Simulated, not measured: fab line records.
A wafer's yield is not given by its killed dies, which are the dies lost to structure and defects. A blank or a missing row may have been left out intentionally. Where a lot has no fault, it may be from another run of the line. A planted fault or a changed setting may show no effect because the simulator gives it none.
fab line records + flow rit_cmos
record:
- lots: 14
- wafers: 42
- last_day: 8
route steps=202 shown PRETRO@67 M1@202
lots that met no fault: taken from a fault-free run of the same line
start_h: the number of hours between the record's first day and the start of the first shown wafer of the lot + wait_h: hours since the lot's step before + " as in the row above + L1.1+2: several wafers, shown together as one row + - either no value or no given start + * or withheld: withheld + < > ~ a bound
route shown NAME@n: NAME is a module with steps in the file, n the number in the route of the first one + usual: the fault-free wafers' mean and standard deviation + same: alike in all rows + chamber/n: place in a boat + sites: per-site readings + _std_site: their standard deviation + _edge_site: the outer-site mean with the inner-site mean subtracted + radius_mm: for every site, how far away it sits from the centre of the wafer + mask NAME#n: copy n + behind: the tool/chamber that last shaped the wafer + hold: cause of the lot's hold/its duration in hours/its outcome + device: the transistor (n, p or np) that didn't switch + end of line: at the end of the route, the tests of the same wafers + where a step has no rows: the recipe by itself + killed: not the wafer's yield, but the dies lost to structure and defects at the first sort + map: the dies of a wafer, with x for killed, . for not killed, _ for no die there
set.NAME: the setting the step ran with; set.NAME@STEP: the setting that earlier step ran with + model.NAME: the simulator's own value behind a step, which no gauge read
route steps across a sampled set of lots; one table per step, one row per wafer
services: a tool's chamber out of use, with start hour (start_h, from the record's first day; less than 0 if before it), hours out, and reason
== steps ==
step: RIT_PRETRO_EXPOSE_03
recipe:
- mask_id: M5
- na: 0.57
- target_cd_nm: 43700
- dose_mj: 250
| lot.wafer  | tool             | chamber | start_h | wait_h | mask |
|------------|------------------|---------|---------|--------|------|
| L285.2+3+5 | iline_stepper-02 | 0       | 56.76   | 0.1    | M5#0 |
| L286.1+4+6 | iline_stepper-01 | 0       | 61.41   | 0.2    | M5#0 |
| L287.2+3+4 | iline_stepper-02 | 0       | 69.25   | 0.2    | M5#0 |
| L289.2+4+5 | iline_stepper-01 | 0       | 75.68   | 0.2    | M5#0 |
| L290.1+2+3 | iline_stepper-01 | 0       | 80.45   | 0.1    | M5#0 |
| L291.2+4+5 | iline_stepper-02 | 0       | 86.52   | 0.2    | M5#0 |
| L292.2+4+6 | iline_stepper-02 | 0       | 91.11   | 0.1    | M5#0 |
| L293.1+3+4 | iline_stepper-01 | 0       | 96.17   | 0.2    | M5#0 |
| L295.1+5+6 | iline_stepper-02 | 0       | 107.24  | 0.1    | M5#0 |
| L296.1+2+4 | iline_stepper-01 | 0       | 113.95  | 0.2    | M5#0 |
| L297.1+3+5 | iline_stepper-01 | 0       | 117.31  | 0.1    | M5#0 |
| L298.1+3+4 | iline_stepper-01 | 0       | 125.65  | 0.1    | M5#0 |
| L302.1+3+5 | iline_stepper-01 | 0       | 147.52  | 0.1    | M5#0 |
| L303.1+2+3 | iline_stepper-02 | 0       | 152.90  | 0.2    | M5#0 |
step: RIT_PRETRO_OVL_MEAS_06
usual:
- PRETRO_OVL: 0.2/1.2
| lot.wafer | tool       | chamber | start_h | wait_h | PRETRO_OVL[nm] |
|-----------|------------|---------|---------|--------|----------------|
| L285.2    | overlay-01 | -       | 57.18   | -      | 0.6            |
| L285.3    | "          | -       | "       | "      | 2.4            |
| L285.5    | "          | -       | "       | "      | 0.2            |
| L286.1    | overlay-02 | -       | 61.84   | -      | 0.9            |
| L286.4    | "          | -       | "       | "      | 0.5            |
| L286.6    | "          | -       | "       | "      | -0.3           |
| L287.2    | overlay-02 | -       | 69.66   | -      | -1.3           |
| L287.3    | "          | -       | "       | "      | -1.2           |
| L287.4    | "          | -       | "       | "      | -2.0           |
| L289.2    | overlay-01 | -       | 76.10   | -      | -0.3           |
| L289.4    | "          | -       | "       | "      | 0.4            |
| L289.5    | "          | -       | "       | "      | 0.6            |
| L290.1    | overlay-01 | -       | 80.88   | -      | 1.1            |
| L290.2    | "          | -       | "       | "      | 1.6            |
| L290.3    | "          | -       | "       | "      | -0.3           |
| L291.2    | overlay-02 | -       | 86.94   | -      | -1.2           |
| L291.4    | "          | -       | "       | "      | -1.1           |
| L291.5    | "          | -       | "       | "      | -0.9           |
| L292.2    | overlay-02 | -       | 91.53   | -      | 0.2            |
| L292.4    | "          | -       | "       | "      | -1.6           |
| L292.6    | "          | -       | "       | "      | -0.6           |
| L293.1    | overlay-02 | -       | 96.60   | -      | -0.2           |
| L293.3    | "          | -       | "       | "      | 1.9            |
| L293.4    | "          | -       | "       | "      | 0.0            |
| L295.1    | overlay-01 | -       | 107.74  | -      | 3685.7         |
| L295.5    | "          | -       | "       | "      | 3684.1         |
| L295.6    | "          | -       | "       | "      | 3685.3         |
| L296.1    | overlay-01 | -       | 114.38  | -      | 0.6            |
| L296.2    | "          | -       | "       | "      | 1.7            |
| L296.4    | "          | -       | "       | "      | 2.7            |
| L297.1    | overlay-01 | -       | 117.74  | -      | 0.4            |
| L297.3    | "          | -       | "       | "      | 0.4            |
| L297.5    | "          | -       | "       | "      | 0.8            |
| L298.1    | overlay-01 | -       | 126.08  | -      | 0.7            |
| L298.3    | "          | -       | "       | "      | 1.2            |
| L298.4    | "          | -       | "       | "      | -0.7           |
| L302.1    | overlay-01 | -       | 147.95  | -      | -0.9           |
| L302.3    | "          | -       | "       | "      | -0.1           |
| L302.5    | "          | -       | "       | "      | 0.1            |
| L303.1    | overlay-01 | -       | 153.33  | -      | 3682.8         |
| L303.2    | "          | -       | "       | "      | 3682.5         |
| L303.3    | "          | -       | "       | "      | 3683.5         |
step: RIT_M1_PROBE_99
usual:
- killed_at_M0_to_M3: 0.0/0.14
- killed_at_contacts: 0.1/0.3
- killed_at_front_end: 6.5/2.9
- killed_dies: 6.6/3
- killed_on_rim: 1.6/1.3
- killed_open: 3.3/2
- killed_short: 3.3/1.9
same:
- gross_dies: 264
- killed_at_M4_up: 0
- killed_at_back_side: 0
- killed_at_other: 0
| lot.wafer | tool      | chamber | start_h | wait_h | killed_at_M0_to_M3 | killed_at_contacts | killed_at_front_end | killed_dies | killed_on_rim | killed_open | killed_short |
|-----------|-----------|---------|---------|--------|--------------------|--------------------|---------------------|-------------|---------------|-------------|--------------|
| L285.2    | prober-02 | -       | 83.72   | 0.1    | 0                  | 0                  | 9                   | 9           | 2             | 5           | 4            |
| L285.3    | prober-02 | -       | 83.77   | 0.2    | 0                  | 0                  | 12                  | 12          | 4             | 6           | 6            |
| L285.5    | prober-02 | -       | 83.87   | 0.2    | 0                  | 0                  | 10                  | 10          | 2             | 7           | 3            |
| L286.1    | prober-01 | -       | 86.64   | 0.1    | 0                  | 0                  | 10                  | 10          | 3             | 7           | 3            |
| L286.4    | prober-01 | -       | 86.79   | 0.2    | 0                  | 0                  | 5                   | 5           | 1             | 3           | 2            |
| L286.6    | prober-01 | -       | 86.89   | 0.2    | 0                  | 0                  | 9                   | 9           | 2             | 4           | 5            |
| L287.2    | prober-02 | -       | 100.04  | 0.1    | 0                  | 0                  | 7                   | 7           | 1             | 2           | 5            |
| L287.3    | prober-02 | -       | 100.09  | 0.2    | 0                  | 0                  | 7                   | 7           | 3             | 3           | 4            |
| L287.4    | prober-02 | -       | 100.14  | 0.2    | 0                  | 0                  | 7                   | 7           | 1             | 3           | 4            |
| L289.2    | prober-02 | -       | 104.17  | 0.1    | 0                  | 0                  | 4                   | 4           | 0             | 1           | 3            |
| L289.4    | prober-02 | -       | 104.27  | 0.2    | 0                  | 0                  | 2                   | 2           | 0             | 2           | 0            |
| L289.5    | prober-02 | -       | 104.31  | 0.2    | 0                  | 0                  | 4                   | 4           | 0             | 2           | 2            |
| L290.1    | prober-01 | -       | 106.62  | 0.1    | 0                  | 0                  | 1                   | 1           | 0             | 0           | 1            |
| L290.2    | prober-01 | -       | 106.67  | 0.1    | 0                  | 0                  | 7                   | 7           | 2             | 7           | 0            |
| L290.3    | prober-01 | -       | 106.72  | 0.2    | 0                  | 0                  | 0                   | 0           | 0             | 0           | 0            |
| L291.2    | prober-02 | -       | 113.71  | 0.1    | 0                  | 0                  | 8                   | 8           | 0             | 3           | 5            |
| L291.4    | prober-02 | -       | 113.81  | 0.2    | 0                  | 0                  | 5                   | 5           | 1             | 4           | 1            |
| L291.5    | prober-02 | -       | 113.86  | 0.2    | 0                  | 0                  | 4                   | 4           | 1             | 1           | 3            |
| L292.2    | prober-01 | -       | 116.43  | 0.1    | 0                  | 0                  | 2                   | 2           | 1             | 1           | 1            |
| L292.4    | prober-01 | -       | 116.53  | 0.2    | 0                  | 0                  | 5                   | 5           | 2             | 3           | 2            |
| L292.6    | prober-01 | -       | 116.63  | 0.2    | 0                  | 0                  | 12                  | 12          | 3             | 7           | 5            |
| L293.1    | prober-02 | -       | 123.16  | 0.1    | 0                  | 0                  | 4                   | 4           | 1             | 1           | 3            |
| L293.3    | prober-02 | -       | 123.26  | 0.2    | 1                  | 1                  | 7                   | 9           | 2             | 6           | 3            |
| L293.4    | prober-02 | -       | 123.31  | 0.2    | 0                  | 0                  | 3                   | 3           | 0             | 2           | 1            |
| L295.1    | prober-02 | -       | 136.72  | 0.1    | 0                  | 0                  | 264                 | 264         | 70            | 4           | 4            |
| L295.5    | prober-02 | -       | 136.92  | 0.2    | 0                  | 0                  | 264                 | 264         | 70            | 3           | 4            |
| L295.6    | prober-02 | -       | 136.97  | 0.2    | 0                  | 0                  | 264                 | 264         | 70            | 7           | 8            |
| L296.1    | prober-01 | -       | 147.18  | 0.1    | 0                  | 0                  | 10                  | 10          | 4             | 5           | 5            |
| L296.2    | prober-01 | -       | 147.23  | 0.1    | 0                  | 0                  | 8                   | 8           | 1             | 5           | 3            |
| L296.4    | prober-01 | -       | 147.33  | 0.2    | 0                  | 0                  | 8                   | 8           | 2             | 3           | 5            |
| L297.1    | prober-02 | -       | 150.05  | 0.1    | 0                  | 0                  | 8                   | 8           | 1             | 4           | 4            |
| L297.3    | prober-02 | -       | 150.15  | 0.2    | 0                  | 0                  | 9                   | 9           | 1             | 5           | 4            |
| L297.5    | prober-02 | -       | 150.25  | 0.2    | 0                  | 0                  | 8                   | 8           | 3             | 0           | 8            |
| L298.1    | prober-01 | -       | 159.36  | 0.1    | 0                  | 0                  | 5                   | 5           | 1             | 2           | 3            |
| L298.3    | prober-01 | -       | 159.46  | 0.2    | 0                  | 0                  | 3                   | 3           | 0             | 2           | 1            |
| L298.4    | prober-01 | -       | 159.51  | 0.2    | 0                  | 0                  | 2                   | 2           | 0             | 0           | 2            |
| L302.1    | prober-01 | -       | 177.53  | 0.1    | 0                  | 0                  | 6                   | 6           | 0             | 4           | 2            |
| L302.3    | prober-01 | -       | 177.63  | 0.2    | 0                  | 0                  | 8                   | 8           | 1             | 5           | 3            |
| L302.5    | prober-01 | -       | 177.73  | 0.2    | 0                  | 1                  | 6                   | 7           | 3             | 5           | 2            |
| L303.1    | prober-02 | -       | 184.11  | 0.1    | 0                  | 0                  | 264                 | 264         | 70            | 0           | 5            |
| L303.2    | prober-02 | -       | 184.16  | 0.1    | 0                  | 1                  | 263                 | 264         | 70            | 2           | 2            |
| L303.3    | prober-02 | -       | 184.21  | 0.2    | 0                  | 0                  | 264                 | 264         | 70            | 2           | 4            |
killed by level:class
L285.2 GATE:geometric_particle:open=3 GATE:geometric_particle:short=2 SILICIDE:geometric_particle:open=2 SILICIDE:geometric_particle:short=2
L285.3 GATE:geometric_particle:short=4 SILICIDE:geometric_particle:open=3 REOX:geometric_particle:open=2 SILICIDE:geometric_particle:short=2 GATE:geometric_particle:open=1
L285.5 GATE:geometric_particle:open=3 SILICIDE:geometric_particle:open=3 SILICIDE:geometric_particle:short=2 GATE:geometric_particle:short=1 REOX:geometric_particle:open=1
L286.1 FOX1:geometric_particle:short=2 FOX1:geometric_particle:open=2 SILICIDE:geometric_particle:open=2 FOX2:geometric_particle:open=1 GATE:geometric_particle:open=1 SPACER:geometric_particle:short=1 SPACER:geometric_particle:open=1
L286.4 GATE:geometric_particle:open=2 ACTIVE:geometric_particle:short=1 SILICIDE:geometric_particle:open=1 SILICIDE:geometric_particle:short=1
L286.6 FOX2:geometric_particle:open=2 FOX2:geometric_particle:short=2 SPACER:geometric_particle:short=2 FOX1:geometric_particle:open=1 SPACER:geometric_particle:open=1 SILICIDE:geometric_particle:short=1
L287.2 GATE:geometric_particle:short=4 REOX:geometric_particle:open=1 REOX:geometric_particle:short=1 SILICIDE:geometric_particle:open=1
L287.3 GATE:geometric_particle:short=3 GATE:geometric_particle:open=2 FOX2:geometric_particle:open=1 FOX2:geometric_particle:short=1
L287.4 GATE:geometric_particle:short=3 GATE:geometric_particle:open=3 SILICIDE:geometric_particle:short=1
L289.2 GATE:geometric_particle:short=2 FOX2:geometric_particle:short=1 GATE:geometric_particle:open=1
L289.4 FOX1:geometric_particle:open=1 GATE:geometric_particle:open=1
L289.5 SILICIDE:geometric_particle:short=2 REOX:geometric_particle:open=1 SPACER:geometric_particle:open=1
L290.1 FOX2:geometric_particle:short=1
L290.2 REOX:geometric_particle:open=4 GATE:geometric_particle:open=1 SPACER:geometric_particle:open=1 SILICIDE:geometric_particle:open=1
L291.2 GATE:geometric_particle:short=2 FOX2:geometric_particle:short=1 FOX2:geometric_particle:open=1 GATE:geometric_particle:open=1 REOX:geometric_particle:short=1 SPACER:geometric_particle:open=1 SPACER:geometric_particle:short=1
L291.4 FOX1:geometric_particle:short=1 FOX2:geometric_particle:open=1 GATE:geometric_particle:open=1 REOX:geometric_particle:open=1 SILICIDE:geometric_particle:open=1
L291.5 FOX2:geometric_particle:short=2 FOX2:geometric_particle:open=1 SPACER:geometric_particle:short=1
L292.2 FOX1:geometric_particle:short=1 GATE:geometric_particle:open=1
L292.4 GATE:geometric_particle:open=2 FOX1:geometric_particle:short=1 REOX:geometric_particle:open=1 SPACER:geometric_particle:short=1
L292.6 REOX:geometric_particle:open=4 GATE:geometric_particle:short=2 FOX1:geometric_particle:short=1 FOX1:geometric_particle:open=1 GATE:geometric_particle:open=1 SPACER:geometric_particle:short=1 SILICIDE:geometric_particle:open=1 SILICIDE:geometric_particle:short=1
L293.1 FOX1:geometric_particle:short=1 FOX2:geometric_particle:short=1 GATE:geometric_particle:short=1 GATE:geometric_particle:open=1
L293.3 GATE:geometric_particle:open=4 FOX1:geometric_particle:short=1 SPACER:geometric_particle:open=1 SPACER:geometric_particle:short=1 CONTACT:geometric_particle:open=1 M1:geometric_particle:short=1
L293.4 GATE:geometric_particle:short=1 GATE:geometric_particle:open=1 SPACER:geometric_particle:open=1
L295.1 PRETRO:overlay=256 REOX:geometric_particle:short=4 GATE:geometric_particle:open=2 FOX1:geometric_particle:open=1 REOX:geometric_particle:open=1
L295.5 PRETRO:overlay=257 REOX:geometric_particle:open=2 FOX1:geometric_particle:short=1 FOX2:geometric_particle:open=1 FOX2:geometric_particle:short=1 GATE:geometric_particle:short=1 SPACER:geometric_particle:short=1
L295.6 PRETRO:overlay=249 FOX2:geometric_particle:open=3 GATE:geometric_particle:short=3 FOX1:geometric_particle:short=2 REOX:geometric_particle:short=2 FOX1:geometric_particle:open=1 FOX2:geometric_particle:short=1 GATE:geometric_particle:open=1
L296.1 SILICIDE:geometric_particle:open=3 GATE:geometric_particle:short=2 SILICIDE:geometric_particle:short=2 GATE:geometric_particle:open=1 REOX:geometric_particle:open=1 SPACER:geometric_particle:short=1
L296.2 GATE:geometric_particle:open=4 FOX1:geometric_particle:short=1 FOX2:geometric_particle:short=1 FOX2:geometric_particle:open=1 REOX:geometric_particle:short=1
L296.4 SPACER:geometric_particle:short=2 FOX1:geometric_particle:short=1 GATE:geometric_particle:short=1 GATE:geometric_particle:open=1 REOX:geometric_particle:short=1 REOX:geometric_particle:open=1 SPACER:geometric_particle:open=1
L297.1 REOX:geometric_particle:short=2 SILICIDE:geometric_particle:open=2 SPACER:geometric_particle:short=1 FOX2:geometric_particle:short=1 FOX2:geometric_particle:open=1 GATE:geometric_particle:open=1
L297.3 FOX2:geometric_particle:open=3 GATE:geometric_particle:open=2 REOX:geometric_particle:short=2 FOX2:geometric_particle:short=1 SPACER:geometric_particle:short=1
L297.5 GATE:geometric_particle:short=2 REOX:geometric_particle:short=2 SPACER:geometric_particle:short=2 FOX1:geometric_particle:short=1 FOX2:geometric_particle:short=1
L298.1 GATE:geometric_particle:open=1 REOX:geometric_particle:short=1 SPACER:geometric_particle:short=1 SPACER:geometric_particle:open=1 SILICIDE:geometric_particle:short=1
L298.3 GATE:geometric_particle:open=1 SILICIDE:geometric_particle:open=1 SILICIDE:geometric_particle:short=1
L298.4 REOX:geometric_particle:short=1 SPACER:geometric_particle:short=1
L302.1 GATE:geometric_particle:open=3 GATE:geometric_particle:short=1 REOX:geometric_particle:short=1 SILICIDE:geometric_particle:open=1
L302.3 GATE:geometric_particle:open=2 SPACER:geometric_particle:open=2 FOX1:geometric_particle:short=1 FOX2:geometric_particle:open=1 GATE:geometric_particle:short=1 SPACER:geometric_particle:short=1
L302.5 REOX:geometric_particle:open=2 FOX1:geometric_particle:short=1 GATE:geometric_particle:open=1 GATE:geometric_particle:short=1 SILICIDE:geometric_particle:open=1 CONTACT:geometric_particle:open=1
L303.1 PRETRO:overlay=259 GATE:geometric_particle:short=2 REOX:geometric_particle:short=2 SPACER:geometric_particle:short=1
L303.2 PRETRO:overlay=260 GATE:geometric_particle:short=1 REOX:geometric_particle:open=1 SILICIDE:geometric_particle:open=1 CONTACT:geometric_particle:short=1
L303.3 PRETRO:overlay=258 GATE:geometric_particle:open=2 GATE:geometric_particle:short=2 ACTIVE:geometric_particle:short=1 REOX:geometric_particle:short=1
== services ==
| tool             | chamber | start_h | hours | kind   |
|------------------|---------|---------|-------|--------|
| iline_stepper-01 | -       | 39.28   | 4.4   | pm     |
| iline_stepper-02 | -       | 119.07  | 1.7   | pm     |
| iline_stepper-01 | -       | 148.04  | 1.7   | pm     |
| iline_stepper-01 | -       | 150.85  | 2.4   | repair |
== key ==
first_sign:
- step: RIT_PRETRO_OVL_MEAS_06
- reading: PRETRO_OVL
- direction: up
- sigmas: 99+
- usual: 0.2
- struck: 3684.0
effect:
- step: RIT_M1_PROBE_99
- reading: killed_at_front_end
- direction: up
- sigmas: 87
- usual: 6.5
- struck: 263.8
more_kills_born_at:
- RIT_PRETRO_EXPOSE_03@iline_stepper-02: 1539
met_at RIT_PRETRO_EXPOSE_03
struck_lots L295,L303
tester_left_out L295,L303
onset_between 91.11 107.24
fault:
- kind: scanner_matching_overlay
- tool: iline_stepper-02
- chamber: -
- onset_h: 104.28
- steps: RIT_PRETRO_EXPOSE_03
- offset: 3683.1
tester_left_out: of these lots the tester's yield and bins aren't shown, on N5 and GAA mostly nor the transistor test; their killed dies are dies lost to structure and defects alone, not to doping, threshold or leakage, so they don't give the yield
